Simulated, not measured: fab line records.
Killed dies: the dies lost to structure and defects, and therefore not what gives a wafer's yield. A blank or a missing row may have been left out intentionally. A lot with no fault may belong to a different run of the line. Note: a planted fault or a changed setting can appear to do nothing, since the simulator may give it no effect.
Struck lot and sound lot, side by side ; flow ritCmos ; 18 steps out of a route of 202
Sound: wafers L433.2, L433.3, L433.5. Struck: wafer L434.2 (left out: L434.1, L434.6 of the same lot, which were not struck); the cause appears at the end.
Per side, at each step with rows, come the tool, then ch with its chambers, and then its first start. Under that, the readings that differ: sound wafers ; struck wafers ; difference of the means ; sigmas: that difference in standard deviations of wafers without a fault.
alike: words and numbers the same on both sides, and readings whose means are apart by under 2 such deviations; not compared: readings that were withheld, readings missing a value for some wafer, numbers with overlapping values and no deviation given by the record, and bounds like >300 which may hide the same value.
Wherever a step has rows on one side only, a row that says differs or no value, or a row with sigmas, the two part there. Numbers that have no deviation but don't overlap get no sigmas and don't part them. A reading that every wafer of one side lacks parts them only if that side has two wafers or more.

RIT_M1_SPUTTER_00: material Al, target thk 400 nm, time 500 s.
  sound on pvdSputter-02, day 5 18:29; struck on pvdSputter-04, day 5 22:37
  alike: throttleValvePct
RIT_M1_RS_MEAS_01: measures by four-point-probe.
  sound on filmMetro-01, day 5 18:50; struck on filmMetro-01, day 5 22:55
  alike: M1_AL_RS
RIT_M1_THK_MEAS_02: measures by xrf.
  sound on filmMetro-01, day 5 18:56; struck on filmMetro-01, day 5 23:02
  alike: M1_AL_THK
then, 6 steps without rows for these wafers: RIT_M1_HMDS_03 (prime time 60 s); RIT_M1_COAT_04 (resist thk 1300 nm); RIT_M1_SOFTBAKE_05 (time 60 s); RIT_M1_EXPOSE_06 (exposes mask M12, target cd 2600 nm); RIT_M1_PEB_07; RIT_M1_DEVELOP_08 (develop time 68 s).
RIT_M1_CD_MEAS_09: target cd 2600 nm.
  sound on cdSem-02, day 5 19:53; struck on cdSem-02, day 6 00:05
reading;sound;struck;difference;sigmas
cdNm (nm);2596.8 2598.8 2598.6;2601.9;+3.8;+2
RIT_M1_OVL_MEAS_10:
  sound on overlay-01, day 5 20:00; struck on overlay-02, day 6 00:13
  alike: M1_OVL
then, 1 step without rows for these wafers: RIT_M1_HARDBAKE_11 (time 120 s).
RIT_M1_METAL_ETCH_12: etches Al in Cl2/BCl3, stops on SiO2, time 165 s, target depth 600 nm.
  sound on rieMetal-03 ch 0,1, day 5 20:17; struck on rieMetal-02 ch 0, day 6 00:30
reading;sound;struck;difference;sigmas
drypumpMotorCurrentA (A);5.0 4.8 4.8;5.9;+1.0;+2
oesProductAu (a.u.);0.778 0.757 0.749;0.996;+0.235;+17
runLengthS (s);193.0 193.7 193.3;104.2;-89.1;-99 or more
throttleValvePct (%);8.33 8.27 8.25;8.20;-0.08;-2
model.NOVOLAK_of_M1_COAT_04.thkNm (nm);794.4 801 804.4;983.1;+183.2;
model.M1.featureDepthNm (nm);428.1 428.4 427.3;279.3;-148.6;
model.etch.depthNm (nm);395.3 395.9 395.2;279.3;-116.2;
  alike: heBacksideLeakSccm
  not compared: rfHoursCounterH
then, 1 step without rows for these wafers: RIT_M1_STRIP_13 (strips in nmp, time 600 s).
RIT_M1_STRIP_14: strips in O2, time 180 s.
  sound on plasmaAsher-03 ch 0, day 5 20:37; struck on plasmaAsher-03 ch 1, day 6 00:50
  alike: drypumpMotorCurrentA
  not compared: rfHoursCounterH
RIT_M1_CD_MEAS_90: target cd 2600 nm.
  sound on cdSem-02, day 5 20:49; struck on cdSem-01, day 6 01:01
reading;sound;struck;difference;sigmas
cdNm (nm);2594.5 2598.1 2597.4;2614.1;+17.4;+7
then, 1 step without rows for these wafers: RIT_M1_ANNEAL_15 (time 1800 s).
RIT_M1_PROBE_99:
  sound on prober-01, day 5 22:35; struck on prober-02, day 6 02:48
reading;sound;struck;difference;sigmas
defectLimitedYield (%);98.1 97.0 98.1;0;-98;-81
killed_at_M0_to_M3;0 0 0;258;+258;+99 or more
killedDies;5 8 5;264;+258;+83
killedOnRim;2 1 1;70;+69;+53
sort_bin_5_function (%);1.5 1.5 1.1;99.2;+97.8;+99 or more
sortNPass;259 256 259;0;-258;-83
sortYieldPct (%);98.1 97.0 98.1;0;-98;-81
model.etest.tester.sortNPass;259 256 259;0;-258;
model.etest.tester.sortYieldPct (%);98.11 96.97 98.11;0;-98;
model.etest.tester.sort_bin_5_pct (%);1.515 1.515 1.136;99.24;+97.85;
model.etest.diodeNplusComb.short;0 0 0;1;+1;
model.etest.fieldPMetal.short;0 0 0;1;+1;
model.etest.antennaPoly.short;0 0 0;1;+1;
model.etest.diodeNplusPwell.short;0 0 0;1;+1;
model.etest.fieldP.short;0 0 0;1;+1;
  alike: killedAtContacts, killedAtFrontEnd, killedOpen, killedShort, sort_bin_3_pad_short, sort_bin_6_memory

## WHERE THEY PART
At RIT_M1_CD_MEAS_09 first; at RIT_M1_PROBE_99 last (within this record only).

WHY: the cause the simulator had injected
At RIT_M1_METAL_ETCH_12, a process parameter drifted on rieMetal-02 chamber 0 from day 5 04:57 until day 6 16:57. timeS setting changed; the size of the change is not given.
